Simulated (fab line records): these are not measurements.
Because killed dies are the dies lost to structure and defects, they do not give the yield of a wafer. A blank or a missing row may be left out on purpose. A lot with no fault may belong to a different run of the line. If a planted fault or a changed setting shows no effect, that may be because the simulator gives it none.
Lot-split experiment | flow rit-cmos | 23 wafers read from 5 lots, route of 202 steps

## THE SPLIT ITSELF
At RIT_M1_COAT_04 (resist thk 1300 nm), the setting resist-thk-nm was moved away from the recipe's 1300 nm on 8 of the 23 wafers read, by -5.4% to +5.3%. This setting was run at the recipe's value on the other wafers.

## FROM THE SPLIT TO THE READING: what the file shows between them, 2 steps
- RIT_M1_DEVELOP_08: develop time 68 s (also split here: develop-time-s)
- RIT_M1_HARDBAKE_11: time 120 s

## THE READING
NOVOLAK_of_M1_COAT_04.thk-nm (the simulator's own value, which no gauge read), in nm, at RIT_M1_METAL_ETCH_12 (etches Al in Cl2/BCl3, stops on SiO2, time 165 s, target depth 600 nm). No usual value for it is given in the file. Across the 15 wafers here that went through the recipe, the average is 810.2 nm and the standard deviation 6.9 nm.

wafer  | tool, chamber at the split | resist-thk-nm as run, nm | against the recipe | NOVOLAK_of_M1_COAT_04.thk-nm, nm | against lot-mates on the recipe
L078.1 | litho-track-01, 0          | 1300                     | recipe             | 801                              | -
L078.2 | litho-track-01, 0          | 1369                     | +5.3%              | 864.4                            | +63.8
L078.3 | litho-track-01, 0          | 1300                     | recipe             | 799.2                            | -
L078.4 | litho-track-01, 0          | 1300                     | recipe             | 801.6                            | -
L078.5 | litho-track-01, 0          | 1369                     | +5.3%              | 859.6                            | +59.0
L079.1 | litho-track-02, 0          | 1230                     | -5.4%              | 738.3                            | -79.3
L079.2 | litho-track-02, 0          | 1300                     | recipe             | 817.8                            | -
L079.3 | litho-track-02, 0          | 1230                     | -5.4%              | 737                              | -80.6
L079.4 | litho-track-02, 0          | 1300                     | recipe             | 819.2                            | -
L079.5 | litho-track-02, 0          | 1300                     | recipe             | 815.7                            | -
L080.1 | litho-track-02, 0          | 1300                     | recipe             | 812.6                            | -
L080.3 | litho-track-02, 0          | 1300                     | recipe             | 814.8                            | -
L080.4 | litho-track-02, 0          | 1300                     | recipe             | 803.2                            | -
L080.5 | litho-track-02, 0          | 1280                     | -1.5%              | 805.6                            | -4.6
L080.6 | litho-track-02, 0          | 1280                     | -1.5%              | 788.2                            | -22.0
L083.1 | litho-track-01, 0          | 1300                     | recipe             | 809.6                            | -
L083.2 | litho-track-01, 0          | 1357                     | +4.4%              | 858.5                            | +46.9
L083.3 | litho-track-01, 0          | 1357                     | +4.4%              | 856.3                            | +44.7
L083.4 | litho-track-01, 0          | 1300                     | recipe             | 811.9                            | -
L083.5 | litho-track-01, 0          | 1300                     | recipe             | 813.3                            | -
L085.1 | litho-track-04, 0          | 1300                     | recipe             | 803.8                            | -
L085.5 | litho-track-04, 0          | 1300                     | recipe             | 807.2                            | -
L085.6 | litho-track-04, 0          | 1300                     | recipe             | 821.5                            | -

FIT RESULTS
A straight line over all 23 wafers: NOVOLAK_of_M1_COAT_04.thk-nm changes by +11.4 nm for each +1% of resist-thk-nm; r = +0.97; the points scatter about the line by 7.8 nm.
The same after taking each lot's own level away (the mean of its wafers on the recipe; 23 wafers): +12.5 nm for each +1%; r = +0.98; scatter 6.8 nm.
That fit puts the effect of the largest move of resist-thk-nm on the reading at 67 nm.
Measured against the standard deviation above, the lots' own levels, which go from 800.60 to 817.57 nm, span 2.5 times it.
So the lot-to-lot level changes the slope little: the two slopes agree.
Check: for one of the wafers moved furthest among these (-5.4%), held out of the fit, the line's prediction against its lot-mates is -65.6 nm. It came out at -79.3 nm against them.

## FURTHER SPLITS ON THESE WAFERS
These wafers also went through other splits before the reading. Each is held against what the fit with the lots' levels taken away leaves over:
other split on the same wafers   | wafers away from the commonest value | r with NOVOLAK_of_M1_COAT_04.thk-nm (lot level and that fit taken away)
RIT_PSD_COAT_01 resist-thk-nm    | 7                                    | -0.05
RIT_SILICIDE_SPUTTER_01 time-s   | 9                                    | +0.02
RIT_CONTACT_CVD_00 time-s        | 4                                    | +0.03
RIT_CONTACT_COAT_03 spin-rpm     | 8                                    | -0.28
RIT_M1_DEVELOP_08 develop-time-s | 11                                   | +0.20

## THE WHOLE CHAIN: every reading that the file lists as answering this split, in the file's order
step                 | what it does                                                          | reading                                                                       | change (the file's fit)              | r (the file's)
RIT_M1_COAT_04       | resist thk 1300 nm                                                    | NOVOLAK_of_M1_COAT_04.thk-nm (the simulator's own value, which no gauge read) | +13.1 nm for each +1% of the setting | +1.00
RIT_M1_HARDBAKE_11   | time 120 s                                                            | NOVOLAK_of_M1_COAT_04.thk-nm (the simulator's own value, which no gauge read) | +11.3 nm for each +1% of the setting | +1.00
RIT_M1_METAL_ETCH_12 | etches Al in Cl2/BCl3, stops on SiO2, time 165 s, target depth 600 nm | NOVOLAK_of_M1_COAT_04.thk-nm (the simulator's own value, which no gauge read) | +12.4 nm for each +1% of the setting | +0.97

## FILE'S OWN FIT
NOVOLAK_of_M1_COAT_04.thk-nm changes by +12.4 nm for each +1% of resist-thk-nm, r = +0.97.
